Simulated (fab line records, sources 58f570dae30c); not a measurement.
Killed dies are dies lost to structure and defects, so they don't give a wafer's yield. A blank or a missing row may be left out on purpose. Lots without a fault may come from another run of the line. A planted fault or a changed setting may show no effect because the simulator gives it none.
fab line records | flow berkeley_cmos170
record lots=5 wafers=15 last_day=11
route steps=331 shown PLDD@208 NLDD@209 SILICIDE@210 CONTACT@216 M1@238
lots that met no fault: from a run of the same line without faults
start_h: hours from the record's first day to the start of the lot's first wafer shown | wait_h: hours since the lot's step before | " the same as in the row above | L1.1+2: a row that stands for several wafers | - no value, or no start given | * or withheld: withheld | < > ~ a bound
route shown NAME@n: a module of which the file shows steps, and the number in the route of the first | usual: mean/standard deviation of fault-free wafers | same: alike in all rows | chamber/n: place in a boat | sites: the reading at each site | _std_site: their standard deviation | _edge_site: outer sites' mean less inner sites' | radius_mm: how far each site lies from the wafer's centre | mask NAME#n: copy n | behind: the tool/chamber that last shaped the wafer | hold: why the lot was held/for how many hours/how that ended | device: the transistor (n, p or np) that didn't switch | end of line: the same wafers' tests at the end of the route | a step without rows: its recipe alone | killed: dies lost to structure and defects at the first sort, not the wafer's yield | map: a wafer's dies, x killed, . not, _ none there
set.NAME: the setting as run; set.NAME@STEP: as run at that earlier step | model.NAME: the simulator's own value behind a step, which no gauge read
lots at some steps of the route; a table a step, a row a wafer
services: from which hour (start_h, from the record's first day; less than 0 if before it) a tool's chamber was out of use, for how many hours, and why
## steps
# step UCB170_SDANNEAL_RS_MEAS_04
# recipe thk_meas_gauge=four-point-probe
# usual PLDD_RS=1032.5/2.4
# columns lot.wafer tool chamber start_h wait_h PLDD_RS[ohm/sq]
L076.2 film_metro-03 - 141.55 0.1 1030.0
L076.5 " - " " 1031.2
L076.6 " - " " 1031.7
L080.2 film_metro-03 - 168.51 0.1 1032.0
L080.3 " - " " 1030.6
L080.4 " - " " 1031.8
L092.1 film_metro-03 - 219.98 0.1 1034.4
L092.3 " - " " 1030.8
L092.6 " - " " 1032.6
L093.2 film_metro-04 - 242.59 0.1 1035.2
L093.3 " - " " 1034.1
L093.4 " - " " 1035.3
L096.1 film_metro-01 - 252.37 0.1 1030.2
L096.3 " - " " 1027.9
L096.6 " - " " 1030.2
# step UCB170_SDANNEAL_RS_MEAS_05
# recipe thk_meas_gauge=four-point-probe
# usual NLDD_RS=616.6/1.5
# columns lot.wafer tool chamber start_h wait_h NLDD_RS[ohm/sq]
L076.2 film_metro-03 - 141.67 0.1 616.5
L076.5 " - " " 617.5
L076.6 " - " " 616.1
L080.2 film_metro-03 - 168.63 0.1 615.3
L080.3 " - " " 617.6
L080.4 " - " " 616.8
L092.1 film_metro-03 - 220.10 0.1 616.7
L092.3 " - " " 615.5
L092.6 " - " " 616.5
L093.2 film_metro-04 - 242.71 0.1 615.3
L093.3 " - " " 613.3
L093.4 " - " " 614.6
L096.1 film_metro-01 - 252.49 0.1 615.0
L096.3 " - " " 617.0
L096.6 " - " " 615.6
# step UCB170_SILICIDE_PRE_CLEAN_00
# recipe gas=Ar preclean_etch_time_s=60
# columns lot.wafer tool chamber start_h wait_h
L076.2+5+6 pvd_sputter-01 - 141.77 0.1
L080.2+3+4 pvd_sputter-01 - 168.73 0.1
L092.1+3+6 pvd_sputter-03 - 220.22 0.1
L093.2+3+4 pvd_sputter-02 - 242.81 0.1
L096.1+3+6 pvd_sputter-01 - 252.61 0.1
# step UCB170_SILICIDE_SPUTTER_01
# recipe material=Ti target_thk_nm=30 time_s=25 power_w=1500 chamber_pressure_pa=0.5
# usual chamber_pressure_pa=0.5001/0.001 throttle_valve_pct=30.4/1.2
# columns lot.wafer tool chamber start_h wait_h chamber_pressure_pa throttle_valve_pct
L076.2 pvd_sputter-01 - 141.84 0.0 0.4999 30.9
L076.5 " - " " 0.4988 29.7
L076.6 " - " " 0.4994 30.7
L080.2 pvd_sputter-01 - 168.80 0.0 0.5005 29.8
L080.3 " - " " 0.4988 29.4
L080.4 " - " " 0.4975 30.8
L092.1 pvd_sputter-03 - 220.29 0.0 0.4996 31.1
L092.3 " - " " 0.4999 31.0
L092.6 " - " " 0.4991 31.7
L093.2 pvd_sputter-02 - 242.88 0.0 0.5012 33.0
L093.3 " - " " 0.5019 29.5
L093.4 " - " " 0.5006 29.3
L096.1 pvd_sputter-01 - 252.68 0.0 0.5012 30.1
L096.3 " - " " 0.5014 29.4
L096.6 " - " " 0.5019 30.0
# step UCB170_SILICIDE_RS_MEAS_02
# recipe thk_meas_gauge=four-point-probe reads=Ti_of_SILICIDE_SPUTTER_01
# usual SILICIDE_TI_RS=26.1/0.42
# columns lot.wafer tool chamber start_h wait_h SILICIDE_TI_RS[ohm/sq]
L076.2 film_metro-02 - 141.89 0.0 26.2
L076.5 " - " " 26.6
L076.6 " - " " 26.2
L080.2 film_metro-02 - 168.85 0.0 26.5
L080.3 " - " " 25.8
L080.4 " - " " 25.7
L092.1 film_metro-01 - 220.32 0.0 26.1
L092.3 " - " " 26.3
L092.6 " - " " 25.9
L093.2 film_metro-02 - 242.93 0.0 25.9
L093.3 " - " " 26.3
L093.4 " - " " 25.8
L096.1 film_metro-01 - 252.71 0.0 26.4
L096.3 " - " " 25.8
L096.6 " - " " 26.6
# step UCB170_SILICIDE_THK_MEAS_03
# recipe thk_meas_gauge=xrf reads=Ti_of_SILICIDE_SPUTTER_01
# usual SILICIDE_TI_THK=30.2/0.43
# columns lot.wafer tool chamber start_h wait_h SILICIDE_TI_THK[nm]
L076.2 film_metro-02 - 142.00 0.1 30.3
L076.5 " - " " 29.8
L076.6 " - " " 30.2
L080.2 film_metro-02 - 168.96 0.1 29.8
L080.3 " - " " 30.6
L080.4 " - " " 30.7
L092.1 film_metro-01 - 220.44 0.1 30.2
L092.3 " - " " 29.8
L092.6 " - " " 30.4
L093.2 film_metro-02 - 243.04 0.1 30.3
L093.3 " - " " 30.0
L093.4 " - " " 30.5
L096.1 film_metro-01 - 252.83 0.1 29.9
L096.3 " - " " 30.5
L096.6 " - " " 29.5
# step UCB170_SILICIDE_RTA_04
# recipe temp_c=650 time_s=15 ambient=N2
# usual lamp_power_pct=9.0/0.71 wafer_temp_C_max=653.6/0.82
# columns lot.wafer tool chamber start_h wait_h lamp_power_pct wafer_temp_C_max
L076.2 rtp_anneal-02 0 142.06 0.1 8.3 653.1
L076.5 " 0 " " 8.3 653.0
L076.6 " 0 " " 8.3 654.0
L080.2 rtp_anneal-02 0 169.02 0.1 8.3 653.5
L080.3 " 0 " " 8.3 652.4
L080.4 " 0 " " 8.3 652.9
L092.1 rtp_anneal-01 0 220.50 0.1 9.8 655.0
L092.3 " 0 " " 9.8 655.3
L092.6 " 0 " " 9.8 653.8
L093.2 rtp_anneal-02 0 243.10 0.1 8.3 653.0
L093.3 " 0 " " 8.3 653.2
L093.4 " 0 " " 8.3 653.5
L096.1 rtp_anneal-01 0 252.89 0.1 9.8 653.8
L096.3 " 0 " " 9.8 655.5
L096.6 " 0 " " 9.8 653.3
# step UCB170_SILICIDE_WET_ETCH_05
# recipe chemistry=SPM time_s=45 temp_c=120 target=Ti
# columns lot.wafer tool chamber start_h wait_h
L076.2+5+6 wet_bench-02 2 142.12 0.1
L080.2+3+4 wet_bench-04 2 169.08 0.1
L092.1+3+6 wet_bench-02 0 220.62 0.1
L093.2+3+4 wet_bench-04 0 243.17 0.1
L096.1+3+6 wet_bench-02 0 253.04 0.1
# step UCB170_CONTACT_CLEAN_00
# recipe chemistry=SPM temp_c=120 time_s=600
# columns lot.wafer tool chamber start_h wait_h
L076.2+5+6 wet_bench-02 2 142.15 0.0
L080.2+3+4 wet_bench-04 3 169.11 0.0
L092.1+3+6 wet_bench-02 0 220.66 0.0
L093.2+3+4 wet_bench-04 3 243.19 0.0
L096.1+3+6 wet_bench-02 1 253.06 0.0
# step UCB170_CONTACT_CVD_01
# recipe material=PSG target_thk_nm=700 temp_c=450 precursor=SiH4/O2/PH3 time_s=2820 pressure_mtorr=300 sih4_flow_sccm=60 o2_flow_sccm=90 ph3_flow_sccm=25
# usual susceptor_temp_C=449.99/0.24 zone_power_load_pct=6.7/0.42
# columns lot.wafer tool chamber start_h wait_h susceptor_temp_C zone_power_load_pct
L076.2 lpcvd-02 0 142.34 0.0 450.14 7.1
L076.5 " 0 " " 449.69 7.0
L076.6 " 0 " " 449.93 6.9
L080.2 lpcvd-01 1 169.28 0.0 449.60 6.5
L080.3 " 1 " " 449.85 6.4
L080.4 " 1 " " 449.80 6.5
L092.1 lpcvd-02 0 221.20 0.3 449.82 7.1
L092.3 " 0 " " 449.50 7.0
L092.6 " 0 " " 449.78 7.1
L093.2 lpcvd-02 0 243.36 0.0 450.06 7.1
L093.3 " 0 " " 449.89 7.0
L093.4 " 0 " " 450.25 7.1
L096.1 lpcvd-02 1 253.26 0.0 449.95 7.5
L096.3 " 1 " " 449.83 7.5
L096.6 " 1 " " 450.03 7.5
# step UCB170_CONTACT_THK_MEAS_02
# recipe reads=PSG_of_CONTACT_CVD_01
# usual CONTACT_PSG_THK=706/6.1
# columns lot.wafer tool chamber start_h wait_h CONTACT_PSG_THK[nm]
L076.2 film_metro-04 - 144.13 0.0 716
L076.5 " - " " 711
L076.6 " - " " 710
L080.2 film_metro-02 - 171.09 0.0 701
L080.3 " - " " 704
L080.4 " - " " 712
L092.1 film_metro-04 - 222.98 0.0 703
L092.3 " - " " 704
L092.6 " - " " 708
L093.2 film_metro-03 - 245.16 0.0 707
L093.3 " - " " 708
L093.4 " - " " 704
L096.1 film_metro-02 - 255.04 0.0 710
L096.3 " - " " 710
L096.6 " - " " 712
# step UCB170_CONTACT_HMDS_03
# recipe prime_time_s=60 prime_temp_c=100
# columns lot.wafer tool chamber start_h wait_h
L076.2+5+6 litho_track-03 0 144.55 0.4
L080.2+3+4 litho_track-03 0 171.16 0.1
L092.1+3+6 litho_track-01 0 223.10 0.1
L093.2+3+4 litho_track-04 0 245.23 0.1
L096.1+3+6 litho_track-03 0 255.10 0.1
# step UCB170_CONTACT_COAT_04
# recipe resist=KrF spin_rpm=1500 resist_thk_nm=900
# columns lot.wafer tool chamber start_h wait_h
L076.2+5+6 litho_track-03 0 144.70 0.1
L080.2+3+4 litho_track-03 0 171.31 0.1
L092.1+3+6 litho_track-01 0 223.25 0.1
L093.2+3+4 litho_track-04 0 245.38 0.1
L096.1+3+6 litho_track-03 0 255.25 0.1
# step UCB170_CONTACT_SOFTBAKE_05
# recipe resist=KrF temp_c=130 time_s=60
# columns lot.wafer tool chamber start_h wait_h
L076.2+5+6 litho_track-03 0 144.85 0.1
L080.2+3+4 litho_track-03 0 171.46 0.1
L092.1+3+6 litho_track-01 0 223.40 0.1
L093.2+3+4 litho_track-04 0 245.53 0.1
L096.1+3+6 litho_track-03 0 255.40 0.1
# step UCB170_CONTACT_STRIP_06
# recipe chemistry=O2 power_w=400 pressure_mtorr=3500 platen_temp_c=withheld o2_flow_sccm=400 overash_fraction=0.5
# usual chamber_pressure_mTorr=3500/3.2 drypump_motor_current_A=5.8/0.33 oes_product_au=0.735/0.0047 strip_time_to_endpoint_s=21.97/0.06
# columns lot.wafer tool chamber start_h wait_h chamber_pressure_mTorr drypump_motor_current_A oes_product_au rf_hours_counter_h strip_time_to_endpoint_s
L076.2 plasma_asher-01 1 144.98 0.1 3503 5.2 0.736 46 21.98
L076.5 " 1 " " 3499 5.2 0.733 - 21.97
L076.6 " 0 " " 3502 5.7 0.738 - 22.00
L080.2 plasma_asher-02 1 171.59 0.1 3498 5.6 0.731 39 21.99
L080.3 " 1 " " 3495 5.6 0.741 - 22.00
L080.4 " 0 " " 3497 6.2 0.736 - 22.05
L092.1 plasma_asher-02 0 223.55 0.1 3499 6.2 0.733 44 21.95
L092.3 " 1 " " 3500 5.6 0.742 - 21.97
L092.6 " 0 " " 3505 6.2 0.738 - 22.01
L093.2 plasma_asher-01 1 245.66 0.1 3501 5.3 0.734 57 21.98
L093.3 " 0 " " 3503 5.7 0.735 - 21.98
L093.4 " 1 " " 3504 5.3 0.749 - 21.98
L096.1 plasma_asher-04 0 255.55 0.1 3498 5.8 0.733 15 21.97
L096.3 " 0 " " 3495 5.7 0.728 - 21.93
L096.6 " 0 " " 3501 5.7 0.743 - 21.93
# step UCB170_CONTACT_CLEAN_07
# recipe chemistry=SPM temp_c=120 time_s=600
# columns lot.wafer tool chamber start_h wait_h
L076.2+5+6 wet_bench-02 2 145.08 0.1
L080.2+3+4 wet_bench-03 1 173.23 1.6
L092.1+3+6 wet_bench-02 3 223.68 0.1
L093.2+3+4 wet_bench-02 1 245.76 0.1
L096.1+3+6 wet_bench-02 2 255.65 0.1
# step UCB170_CONTACT_RTA_08
# recipe temp_c=900 time_s=10 ambient=N2
# usual lamp_power_pct=21.2/1.7 wafer_temp_C_max=905.1/1.1
# columns lot.wafer tool chamber start_h wait_h lamp_power_pct wafer_temp_C_max
L076.2 rtp_anneal-02 0 145.28 0.0 19.5 904.2
L076.5 " 0 " " 19.4 905.7
L076.6 " 0 " " 19.5 905.3
L080.2 rtp_anneal-02 0 173.42 0.0 19.5 904.2
L080.3 " 0 " " 19.5 903.5
L080.4 " 0 " " 19.5 904.4
L092.1 rtp_anneal-01 0 223.90 0.0 22.8 904.9
L092.3 " 0 " " 22.7 906.2
L092.6 " 0 " " 22.8 905.6
L093.2 rtp_anneal-02 0 245.96 0.0 19.4 904.3
L093.3 " 0 " " 19.5 905.8
L093.4 " 0 " " 19.4 904.7
L096.1 rtp_anneal-01 0 255.84 0.0 22.7 904.7
L096.3 " 0 " " 22.8 907.3
L096.6 " 0 " " 22.8 904.8
# step UCB170_CONTACT_COAT_09
# recipe resist=BARC temp_c=withheld time_s=withheld spin_rpm=3000 resist_thk_nm=withheld
# columns lot.wafer tool chamber start_h wait_h
L076.2+5+6 litho_track-04 0 145.72 0.4
L080.2+3+4 litho_track-03 0 173.50 0.1
L092.1+3+6 litho_track-04 0 224.17 0.3
L093.2+3+4 litho_track-03 0 246.04 0.1
L096.1+3+6 litho_track-04 0 255.97 0.1
# step UCB170_CONTACT_COAT_10
# recipe resist=KrF spin_rpm=1500 resist_thk_nm=900
# columns lot.wafer tool chamber start_h wait_h
L076.2+5+6 litho_track-04 0 - -
L080.2+3+4 litho_track-03 0 - -
L092.1+3+6 litho_track-04 0 - -
L093.2+3+4 litho_track-03 0 - -
L096.1+3+6 litho_track-04 0 - -
# step UCB170_CONTACT_SOFTBAKE_11
# recipe resist=KrF temp_c=130 time_s=60
# columns lot.wafer tool chamber start_h wait_h
L076.2+5+6 litho_track-04 0 - -
L080.2+3+4 litho_track-03 0 - -
L092.1+3+6 litho_track-04 0 - -
L093.2+3+4 litho_track-03 0 - -
L096.1+3+6 litho_track-04 0 - -
# step UCB170_CONTACT_EXPOSE_12
# recipe mask_id=CONT target_cd_nm=700 na=0.5 sigma_outer=0.6 source_shape=conventional dose_mj=35
# columns lot.wafer tool chamber start_h wait_h mask
L076.2+5+6 krf_scanner-02 0 146.16 - CONT#0
L080.2+3+4 krf_scanner-02 0 173.95 - CONT#0
L092.1+3+6 krf_scanner-02 0 224.62 - CONT#0
L093.2+3+4 krf_scanner-02 0 246.48 - CONT#0
L096.1+3+6 krf_scanner-01 0 256.55 - CONT#0
# step UCB170_CONTACT_PEB_13
# recipe peb_temp_c=130 peb_time_s=withheld resist=KrF
# columns lot.wafer tool chamber start_h wait_h
L076.2+5+6 litho_track-01 0 146.39 0.2
L080.2+3+4 litho_track-01 0 174.07 0.1
L092.1+3+6 litho_track-04 0 224.90 0.3
L093.2+3+4 litho_track-03 0 246.60 0.1
L096.1+3+6 litho_track-04 0 256.66 0.1
# step UCB170_CONTACT_DEVELOP_14
# recipe developer=TMAH develop_time_s=45 resist=KrF dev_temp_c=21
# columns lot.wafer tool chamber start_h wait_h
L076.2+5+6 litho_track-01 0 - -
L080.2+3+4 litho_track-01 0 - -
L092.1+3+6 litho_track-04 0 - -
L093.2+3+4 litho_track-03 0 - -
L096.1+3+6 litho_track-04 0 - -
# step UCB170_CONTACT_CD_MEAS_15
# recipe target_cd_nm=700
# usual cd_nm=700.1/1.2
# columns lot.wafer tool chamber start_h wait_h cd_nm
L076.2 cd_sem-02 - 146.66 - 700.8
L076.5 " - " " 702.3
L076.6 " - " " 701.8
L080.2 cd_sem-02 - 174.34 - 700.9
L080.3 " - " " 699.3
L080.4 " - " " 700.5
L092.1 cd_sem-02 - 225.24 - 698.7
L092.3 " - " " 698.1
L092.6 " - " " 698.2
L093.2 cd_sem-01 - 246.87 - 701.4
L093.3 " - " " 701.8
L093.4 " - " " 699.8
L096.1 cd_sem-01 - 256.94 - 699.5
L096.3 " - " " 701.3
L096.6 " - " " 700.7
# step UCB170_CONTACT_OVL_MEAS_16
# usual CONTACT_OVL=-6/5.4
# columns lot.wafer tool chamber start_h wait_h CONTACT_OVL[nm]
L076.2 overlay-02 - 146.77 0.1 1
L076.5 " - " " -14
L076.6 " - " " -4
L080.2 overlay-02 - 174.44 0.1 -10
L080.3 " - " " -3
L080.4 " - " " -9
L092.1 overlay-01 - 225.36 0.1 -2
L092.3 " - " " -6
L092.6 " - " " -7
L093.2 overlay-02 - 246.98 0.1 -10
L093.3 " - " " -7
L093.4 " - " " -8
L096.1 overlay-01 - 257.06 0.1 -1
L096.3 " - " " 2
L096.6 " - " " 2
# step UCB170_CONTACT_ETCH_17
# recipe chemistry=N2/H2 target_depth_a=withheld overetch_a=withheld target=BARC time_s=withheld source_w=500 bias_w=100 pressure_mtorr=30 n2_flow_sccm=100 h2_flow_sccm=200
# usual chamber_pressure_mTorr=30.003/0.026 drypump_motor_current_A=5.6/0.37 oes_product_au=0.994/0.017 throttle_valve_pct=13.35/0.14
# columns lot.wafer tool chamber start_h wait_h chamber_pressure_mTorr drypump_motor_current_A oes_product_au throttle_valve_pct
L076.2 rie_diel-03 1 146.80 0.0 30.016 5.7 1.012 13.38
L076.5 " 0 " " 30.004 5.4 1.000 13.12
L076.6 " 1 " " 30.012 5.7 1.015 13.39
L080.2 rie_diel-02 1 174.47 0.0 29.989 5.4 1.014 13.38
L080.3 " 0 " " 29.975 6.0 0.979 13.17
L080.4 " 2 " " 30.015 5.2 1.013 13.25
L092.1 rie_diel-04 0 225.40 0.0 29.986 6.0 1.000 13.40
L092.3 " 2 " " 29.988 6.1 0.981 13.35
L092.6 " 2 " " 29.994 6.1 0.972 13.34
L093.2 rie_diel-04 0 247.01 0.0 29.999 6.0 0.996 13.42
L093.3 " 1 " " 30.013 5.7 0.990 13.35
L093.4 " 3 " " 30.007 5.8 1.020 13.39
L096.1 rie_diel-03 2 257.10 0.0 29.974 5.6 0.998 13.49
L096.3 " 3 " " 29.969 4.7 0.973 13.69
L096.6 " 2 " " 29.979 5.6 1.000 13.50
# step UCB170_CONTACT_ETCH_18
# recipe chemistry=CHF3/CF4/Ar target=PSG stop_on=TiSi2 CHF3_flow_sccm=45 cf4_flow_sccm=15 Ar_flow_sccm=150 pressure_mtorr=200 rf_w=700 target_depth_a=8400 over_etch_frac=0.2 time_s=195
# usual chamber_pressure_mTorr=200.00/0.19 drypump_motor_current_A=5.6/0.38 oes_product_au=0.897/0.013 throttle_valve_pct=6.95/0.097
# columns lot.wafer tool chamber start_h wait_h chamber_pressure_mTorr drypump_motor_current_A oes_product_au rf_hours_counter_h throttle_valve_pct
L076.2 rie_diel-03 1 - - 200.10 5.7 0.910 8 6.88
L076.5 " 0 " " 200.07 5.5 0.900 - 6.76
L076.6 " 1 " " 199.98 5.7 0.917 - 6.90
L080.2 rie_diel-02 1 - - 200.11 5.4 0.913 5 6.95
L080.3 " 0 " " 200.00 6.0 0.895 4 6.88
L080.4 " 2 " " 200.22 5.2 0.908 78 6.90
L092.1 rie_diel-04 0 - - 199.59 6.1 0.902 12 7.03
L092.3 " 2 " " 199.84 6.2 0.888 19 6.90
L092.6 " 2 " " 200.11 6.1 0.898 - 6.91
L093.2 rie_diel-04 0 - - 200.28 6.0 0.909 13 7.04
L093.3 " 1 " " 200.06 5.7 0.882 133 7.02
L093.4 " 3 " " 199.95 5.8 0.922 2 6.99
L096.1 rie_diel-03 2 - - 200.26 5.6 0.898 132 7.05
L096.3 " 3 " " 199.86 4.8 0.880 23 7.16
L096.6 " 2 " " 200.11 5.6 0.893 - 7.06
# step UCB170_CONTACT_STRIP_19
# recipe chemistry=O2 power_w=400 pressure_mtorr=3500 platen_temp_c=withheld o2_flow_sccm=400 overash_fraction=0.5
# usual chamber_pressure_mTorr=3500/3.1 drypump_motor_current_A=5.8/0.32 oes_product_au=0.725/0.0047
# columns lot.wafer tool chamber start_h wait_h chamber_pressure_mTorr drypump_motor_current_A oes_product_au rf_hours_counter_h
L076.2 plasma_asher-01 0 146.97 - 3499 5.7 0.724 46
L076.5 " 0 " " 3500 5.7 0.738 -
L076.6 " 1 " " 3505 5.2 0.731 -
L080.2 plasma_asher-02 1 174.64 - 3506 5.6 0.724 39
L080.3 " 0 " " 3499 6.2 0.719 -
L080.4 " 1 " " 3504 5.6 0.728 -
L092.1 plasma_asher-02 1 225.57 - 3501 5.6 0.723 44
L092.3 " 0 " " 3494 6.2 0.729 -
L092.6 " 0 " " 3502 6.2 0.719 -
L093.2 plasma_asher-01 1 247.18 - 3501 5.2 0.725 57
L093.3 " 0 " " 3502 5.7 0.718 -
L093.4 " 1 " " 3502 5.2 0.727 -
L096.1 plasma_asher-01 1 257.26 - 3496 5.2 0.724 58
L096.3 " 0 " " 3495 5.7 0.723 -
L096.6 " 1 " " 3498 5.2 0.725 -
# step UCB170_CONTACT_CD_MEAS_90
# recipe target_cd_nm=700
# usual cd_nm=699.7/1.3
# columns lot.wafer tool chamber start_h wait_h cd_nm
L076.2 cd_sem-01 - 147.09 0.1 700.0
L076.5 " - " " 702.6
L076.6 " - " " 701.6
L080.2 cd_sem-02 - 174.76 0.1 700.2
L080.3 " - " " 699.3
L080.4 " - " " 700.8
L092.1 cd_sem-02 - 226.08 0.5 696.9
L092.3 " - " " 697.2
L092.6 " - " " 696.6
L093.2 cd_sem-02 - 247.30 0.1 699.8
L093.3 " - " " 700.9
L093.4 " - " " 700.0
L096.1 cd_sem-02 - 257.36 0.1 699.4
L096.3 " - " " 701.8
L096.6 " - " " 700.6
# step UCB170_CONTACT_CLEAN_20
# recipe chemistry=SPM temp_c=120 time_s=600
# columns lot.wafer tool chamber start_h wait_h
L076.2+5+6 wet_bench-02 2 147.39 0.3
L080.2+3+4 wet_bench-04 1 177.59 2.8
L092.1+3+6 wet_bench-02 0 226.20 0.1
L093.2+3+4 wet_bench-03 1 247.40 0.1
L096.1+3+6 wet_bench-02 2 257.48 0.1
# step UCB170_M1_SPUTTER_00
# recipe material=Al target_thk_nm=600 time_s=80 power_w=6000 chamber_pressure_pa=0.5
# usual chamber_pressure_pa=0.4999/0.0012 throttle_valve_pct=30.5/1.2
# columns lot.wafer tool chamber start_h wait_h chamber_pressure_pa throttle_valve_pct
L076.2 pvd_sputter-04 - 147.58 0.0 0.4993 27.5
L076.5 " - " " 0.4995 27.5
L076.6 " - " " 0.4995 30.8
L080.2 pvd_sputter-03 - 177.76 0.0 0.5000 31.1
L080.3 " - " " 0.5000 31.0
L080.4 " - " " 0.5007 30.0
L092.1 pvd_sputter-03 - 226.43 0.0 0.5006 31.0
L092.3 " - " " 0.4991 29.9
L092.6 " - " " 0.4991 29.9
L093.2 pvd_sputter-04 - 247.59 0.0 0.5004 31.0
L093.3 " - " " 0.5004 27.5
L093.4 " - " " 0.4981 30.7
L096.1 pvd_sputter-04 - 257.67 0.0 0.4996 30.4
L096.3 " - " " 0.5018 30.7
L096.6 " - " " 0.5010 27.4
# step UCB170_M1_RS_MEAS_01
# recipe thk_meas_gauge=four-point-probe reads=Al_of_M1_SPUTTER_00
# usual M1_AL_RS=0.0487/0.00046
# columns lot.wafer tool chamber start_h wait_h M1_AL_RS[ohm/sq]
L076.2 film_metro-04 - 147.66 0.1 0.0481
L076.5 " - " " 0.0482
L076.6 " - " " 0.0481
L080.2 film_metro-03 - 177.84 0.1 0.0480
L080.3 " - " " 0.0485
L080.4 " - " " 0.0487
L092.1 film_metro-01 - 226.49 0.0 0.0486
L092.3 " - " " 0.0488
L092.6 " - " " 0.0490
L093.2 film_metro-04 - 247.67 0.1 0.0486
L093.3 " - " " 0.0493
L093.4 " - " " 0.0486
L096.1 film_metro-04 - 257.73 0.0 0.0481
L096.3 " - " " 0.0485
L096.6 " - " " 0.0486
# step UCB170_M1_THK_MEAS_02
# recipe thk_meas_gauge=xrf reads=Al_of_M1_SPUTTER_00
# usual M1_AL_THK=598/6
# columns lot.wafer tool chamber start_h wait_h M1_AL_THK[nm]
L076.2 film_metro-04 - 147.77 0.1 604
L076.5 " - " " 605
L076.6 " - " " 602
L080.2 film_metro-03 - 177.95 0.1 607
L080.3 " - " " 597
L080.4 " - " " 594
L092.1 film_metro-01 - 226.61 0.1 597
L092.3 " - " " 592
L092.6 " - " " 593
L093.2 film_metro-04 - 247.78 0.1 604
L093.3 " - " " 594
L093.4 " - " " 602
L096.1 film_metro-04 - 257.85 0.1 605
L096.3 " - " " 601
L096.6 " - " " 601
# step UCB170_M1_COAT_03
# recipe resist=BARC temp_c=withheld time_s=withheld spin_rpm=3000 resist_thk_nm=withheld
# columns lot.wafer tool chamber start_h wait_h
L076.2+5+6 litho_track-03 0 148.06 0.3
L080.2+3+4 litho_track-04 0 178.27 0.3
L092.1+3+6 litho_track-03 0 226.79 0.2
L093.2+3+4 litho_track-03 0 247.85 0.1
L096.1+3+6 litho_track-02 0 258.01 0.1
# step UCB170_M1_COAT_04
# recipe resist=KrF spin_rpm=1500 resist_thk_nm=900
# columns lot.wafer tool chamber start_h wait_h
L076.2+5+6 litho_track-03 0 - -
L080.2+3+4 litho_track-04 0 - -
L092.1+3+6 litho_track-03 0 - -
L093.2+3+4 litho_track-03 0 - -
L096.1+3+6 litho_track-02 0 - -
# step UCB170_M1_SOFTBAKE_05
# recipe resist=KrF temp_c=130 time_s=60
# columns lot.wafer tool chamber start_h wait_h
L076.2+5+6 litho_track-03 0 - -
L080.2+3+4 litho_track-04 0 - -
L092.1+3+6 litho_track-03 0 - -
L093.2+3+4 litho_track-03 0 - -
L096.1+3+6 litho_track-02 0 - -
# step UCB170_M1_EXPOSE_06
# recipe mask_id=METAL1 target_cd_nm=700 na=0.5 sigma_outer=0.6 source_shape=conventional dose_mj=21
# columns lot.wafer tool chamber start_h wait_h mask
L076.2+5+6 krf_scanner-02 0 148.52 - METAL1#0
L080.2+3+4 krf_scanner-02 0 178.74 - METAL1#0
L092.1+3+6 krf_scanner-02 0 227.37 - METAL1#0
L093.2+3+4 krf_scanner-02 0 248.30 - METAL1#0
L096.1+3+6 krf_scanner-01 0 258.58 - METAL1#0
# step UCB170_M1_PEB_07
# recipe peb_temp_c=130 peb_time_s=withheld resist=KrF
# columns lot.wafer tool chamber start_h wait_h
L076.2+5+6 litho_track-02 0 148.90 0.4
L080.2+3+4 litho_track-04 0 179.00 0.2
L092.1+3+6 litho_track-03 0 227.52 0.1
L093.2+3+4 litho_track-03 0 248.42 0.1
L096.1+3+6 litho_track-03 0 258.70 0.1
# step UCB170_M1_DEVELOP_08
# recipe developer=TMAH develop_time_s=45 resist=KrF dev_temp_c=21
# columns lot.wafer tool chamber start_h wait_h
L076.2+5+6 litho_track-02 0 - -
L080.2+3+4 litho_track-04 0 - -
L092.1+3+6 litho_track-03 0 - -
L093.2+3+4 litho_track-03 0 - -
L096.1+3+6 litho_track-03 0 - -
# step UCB170_M1_CD_MEAS_09
# recipe target_cd_nm=700
# usual cd_nm=699.9/1.3
# columns lot.wafer tool chamber start_h wait_h cd_nm
L076.2 cd_sem-02 - 149.17 - 700.6
L076.5 " - " " 701.8
L076.6 " - " " 701.1
L080.2 cd_sem-01 - 179.34 - 700.4
L080.3 " - " " 699.7
L080.4 " - " " 699.2
L092.1 cd_sem-01 - 227.79 - 700.7
L092.3 " - " " 698.6
L092.6 " - " " 698.7
L093.2 cd_sem-01 - 248.69 - 702.9
L093.3 " - " " 701.6
L093.4 " - " " 701.7
L096.1 cd_sem-01 - 258.97 - 699.5
L096.3 " - " " 700.0
L096.6 " - " " 701.1
# step UCB170_M1_OVL_MEAS_10
# usual M1_OVL=2/4.4
# columns lot.wafer tool chamber start_h wait_h M1_OVL[nm]
L076.2 overlay-01 - 149.28 0.1 6
L076.5 " - " " 10
L076.6 " - " " 2
L080.2 overlay-02 - 179.45 0.1 0
L080.3 " - " " -2
L080.4 " - " " -8
L092.1 overlay-01 - 227.91 0.1 5
L092.3 " - " " 6
L092.6 " - " " 4
L093.2 overlay-01 - 248.80 0.1 0
L093.3 " - " " 1
L093.4 " - " " -3
L096.1 overlay-01 - 259.09 0.1 1
L096.3 " - " " 4
L096.6 " - " " 0
## services
# columns tool chamber start_h hours kind
rtp_anneal-02 - 126.65 1.0 pm
rie_diel-02 - 127.79 15.6 pm
plasma_asher-04 - 129.53 5.8 repair
plasma_asher-02 - 130.07 8.0 repair
krf_scanner-01 - 138.97 2.2 repair
rie_diel-02 - 145.61 0.7 repair
rie_diel-04 1 150.85 3.4 repair
krf_scanner-02 - 153.59 1.0 pm
rie_diel-04 1 174.40 9.4 repair
pvd_sputter-01 - 203.92 1.9 repair
krf_scanner-01 - 209.86 1.0 pm
krf_scanner-02 - 210.96 4.4 pm
rie_diel-03 - 213.15 28.1 pm
plasma_asher-04 - 222.89 1.3 repair
wet_bench-02 - 224.87 1.0 repair
krf_scanner-02 0 228.78 - calibration
wet_bench-03 - 232.19 1.9 repair
krf_scanner-02 - 237.97 0.8 pm
krf_scanner-01 - 239.04 8.7 repair
rie_diel-04 2 239.53 2.3 repair
krf_scanner-01 - 247.75 3.6 pm
krf_scanner-01 - 251.31 1.3 pm
krf_scanner-01 - 252.61 0.8 pm
krf_scanner-01 - 256.69 0.5 repair
## key
fault none
